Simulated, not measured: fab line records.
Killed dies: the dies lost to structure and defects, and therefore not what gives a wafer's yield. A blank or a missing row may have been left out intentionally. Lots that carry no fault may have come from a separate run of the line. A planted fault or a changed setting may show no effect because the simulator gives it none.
Struck lot and sound lot, side by side || flow rit_cmos || 15 out of 202 route steps
Sound: wafers L642.1, L642.2, L642.3. Wafers L647.2, L647.5, L647.6 were the ones struck. The cause comes at the end.
Order at every step that has rows: each side's tool, ch and its chambers, its first start. Under that, the readings that differ: sound wafers || struck wafers || difference of the means || sigmas: that difference in standard deviations of wafers without a fault.
alike: same words and numbers on both sides, and readings whose means sit less than 2 such deviations apart. not compared: any withheld reading, any reading some wafer has no value for, any bound like >300 that may hide the same value, and any number with overlapping values for which the record gives no deviation.
Wherever a step has rows on one side only, a row that says differs or no value, or a row with sigmas, the two part there. Non-overlapping numbers with no deviation appear without sigmas and do not part them. A reading that every wafer of one side lacks parts them only if that side has two wafers or more.

first, 4 steps without rows for these wafers: RIT_GATE_CLEAN_01 (cleans in SC1, time 600 s); RIT_GATE_CLEAN_02 (cleans in dHF, time 30 s); RIT_GATE_CLEAN_03 (cleans in SC2, time 600 s); RIT_GATE_CLEAN_04 (cleans in dHF, time 60 s).
RIT_FOX2_THK_MEAS_91:
  sound on film_metro-03, day 3 01:56; struck on film_metro-03, day 4 20:22
  alike: FIELD_OXIDE_LEFT_2_THK
then, 2 steps without rows for these wafers: RIT_GATE_OXIDATION_05 (target thk 3 nm, ox time 270 s); RIT_GATE_ANNEAL_06 (time 600 s).
RIT_GATE_THK_MEAS_07:
  sound on film_metro-03, day 3 18:20; struck on film_metro-04, day 5 01:39
  alike: GATE_OXIDE_THK
then, 1 step without rows for these wafers: RIT_GATE_CVD_08 (deposits poly-Si from SiH4, target thk 250 nm, time 2220 s).
RIT_GATE_THK_MEAS_09:
  sound on film_metro-04, day 3 20:01; struck on film_metro-04, day 5 03:20
{"reading": "GATE_POLY_THK (nm)", "sound": "253.3 254.5 254.6", "struck": "247.4 249.3 248.0", "difference": -5.9, "sigmas": -3}
then, 2 steps without rows for these wafers: RIT_GATE_HMDS_10 (prime time 60 s); RIT_GATE_COAT_11 (resist thk 850 nm).
RIT_GATE_SOFTBAKE_12: time 60 s.
  sound on litho_track-03 ch 0, day 3 20:22; struck on litho_track-03 ch 0, day 5 03:42
{"reading": "heater_power_total_W (W)", "sound": "34.60 34.46 34.49", "struck": "35.74 35.75 35.74", "difference": "+1.23", "sigmas": "+24"}
{"reading": "run_length_s (s)", "sound": "89.17 89.10 89.14", "struck": "82.25 82.26 82.22", "difference": -6.89, "sigmas": -43}
then, 1 step without rows for these wafers: RIT_GATE_EXPOSE_13 (exposes mask M6, target cd 150 nm).
RIT_M1_PROBE_99:
  sound on prober-01, day 4 22:28; struck on prober-02, day 6 06:35
{"reading": "killed_at_M0_to_M3", "sound": "1 0 0", "struck": "0 0 0", "difference": "+0", "sigmas": -4}
  alike: killed_at_contacts, killed_at_front_end, killed_dies, killed_open, killed_short

## WHERE THEY PART
First at RIT_GATE_THK_MEAS_09; last, within this record, at RIT_M1_PROBE_99.

WHY: whatever the simulator had introduced
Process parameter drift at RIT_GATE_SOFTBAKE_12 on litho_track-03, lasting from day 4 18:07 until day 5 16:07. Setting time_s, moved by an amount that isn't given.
